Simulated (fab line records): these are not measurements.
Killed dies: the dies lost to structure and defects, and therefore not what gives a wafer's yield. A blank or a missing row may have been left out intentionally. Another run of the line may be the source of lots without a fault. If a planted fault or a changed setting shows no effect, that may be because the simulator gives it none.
A lot that was struck, set against a sound lot ; flow rit_cmos ; 21 steps out of a route of 202
Sound: these wafers, L594.1, L594.2, L594.3. Wafers struck: L602.1, L602.3, L602.4. At the end, the cause is stated.
For every step that has rows: the tool of each side, followed by ch and its chambers, followed by its first start. Under that, the readings that differ: sound wafers ; struck wafers ; difference of the means ; sigmas: that difference in standard deviations of wafers without a fault.
alike: same words and numbers on both sides, and readings whose means sit less than 2 such deviations apart. not compared: any withheld reading, any reading some wafer has no value for, any bound like >300 that may hide the same value, and any number with overlapping values for which the record gives no deviation.
A row with sigmas, a row that says differs or no value, or rows on one side alone: a step with any of these is where the two part. Numbers that don't overlap but have no deviation are shown without sigmas and don't part them. A reading that every wafer of one side lacks parts them only if that side has two wafers or more.

first, 2 steps without rows for these wafers: RIT_NSD_HARDBAKE_07 (time 60 s); RIT_NSD_IMPLANT_08.
RIT_NSD_STRIP_09: strips in O2, time 180 s.
  sound on plasma_asher-01 ch 0,1, day 3 12:53; struck on plasma_asher-02 ch 0,1, day 5 02:20
reading;sound;struck;difference;sigmas
chamber_pressure_mTorr (mTorr);3995 4003 3976;4002 4003 4009;+13;+3
  alike: drypump_motor_current_A
  not compared: rf_hours_counter_h
RIT_NSD_TW_MEAS_10:
  sound: film_metro-02 at day 3 13:04; struck: film_metro-03 at day 5 02:31
reading;sound;struck;difference;sigmas
NSD_TW;3119 3109 3095;3045 3053 3064;-54;-2
then, 6 steps without rows for these wafers: RIT_PSD_HMDS_00 (prime time 60 s); RIT_PSD_COAT_01 (resist thk 1000 nm); RIT_PSD_SOFTBAKE_02 (time 60 s); RIT_PSD_EXPOSE_03 (exposes mask M10, target cd 40900 nm); RIT_PSD_PEB_04; RIT_PSD_DEVELOP_05 (develop time 50 s).
RIT_PSD_OVL_MEAS_06:
  sound: overlay-01 at day 3 14:16; struck: overlay-02 at day 5 03:33
  alike: PSD_OVL
then, 1 step without rows for these wafers: RIT_PSD_HARDBAKE_07 (time 60 s).
RIT_PSD_IMPLANT_08:
  sound on implanter-04 ch 0, day 3 14:28; struck on implanter-01 ch 0, day 5 03:44
reading;sound;struck;difference;sigmas
beam_on_s (s);12.9 13.3 13.1;18.9 19.2 18.7;+5.8;+4
dose_ions_cm2;4.989e+15 4.992e+15 4.984e+15;6.745e+15 6.759e+15 6.747e+15;+1.762e+15;+99 or more
  alike: beam_energy_keV
RIT_PSD_STRIP_09: strips in O2, time 180 s.
  sound on plasma_asher-01 ch 0,1, day 3 14:37; struck on plasma_asher-04 ch 0,1, day 5 03:53
  alike: chamber_pressure_mTorr, drypump_motor_current_A
  not compared: rf_hours_counter_h
RIT_PSD_TW_MEAS_10:
  sound: film_metro-02 at day 3 14:47; struck: film_metro-02 at day 5 04:17
reading;sound;struck;difference;sigmas
PSD_TW;3415 3417 3385;3481 3464 3460;+63;+3
  not compared: hold
then, 2 steps without rows for these wafers: RIT_SDANNEAL_CLEAN_01 (cleans in dHF, time 30 s); RIT_SDANNEAL_CLEAN_02 (cleans in SC2, time 600 s).
RIT_SDANNEAL_RTA_03: time 5 s.
  sound on rtp_anneal-01 ch 0, day 3 15:13; struck on rtp_anneal-01 ch 0, day 5 06:22
  alike: wafer_temp_C_max
RIT_SDANNEAL_RS_MEAS_04: measurement is done with a four-point probe.
  sound: film_metro-02 at day 3 15:16; struck: film_metro-02 at day 5 06:44
reading;sound;struck;difference;sigmas
PSD_RS (ohm/sq);115.4 115.4 115.7;112.2 112.1 112.0;-3.4;-11
  not compared: hold
RIT_SDANNEAL_RS_MEAS_05: measurement is done with a four-point probe.
  sound: film_metro-02 at day 3 15:23; struck: film_metro-02 at day 5 10:20
reading;sound;struck;difference;sigmas
hold;- - -;await_dispo/3.5h/release await_dispo/3.5h/release await_dispo/3.5h/release;no value on the sound wafers;
  alike: NSD_RS
RIT_M1_PROBE_99:
  the record holds rows for the sound wafers here (prober-01, day 3 22:38) but none for the struck ones

WHERE THEY PART
Earliest at RIT_NSD_STRIP_09; latest, in this record, at RIT_M1_PROBE_99.

WHY: whatever the simulator had introduced
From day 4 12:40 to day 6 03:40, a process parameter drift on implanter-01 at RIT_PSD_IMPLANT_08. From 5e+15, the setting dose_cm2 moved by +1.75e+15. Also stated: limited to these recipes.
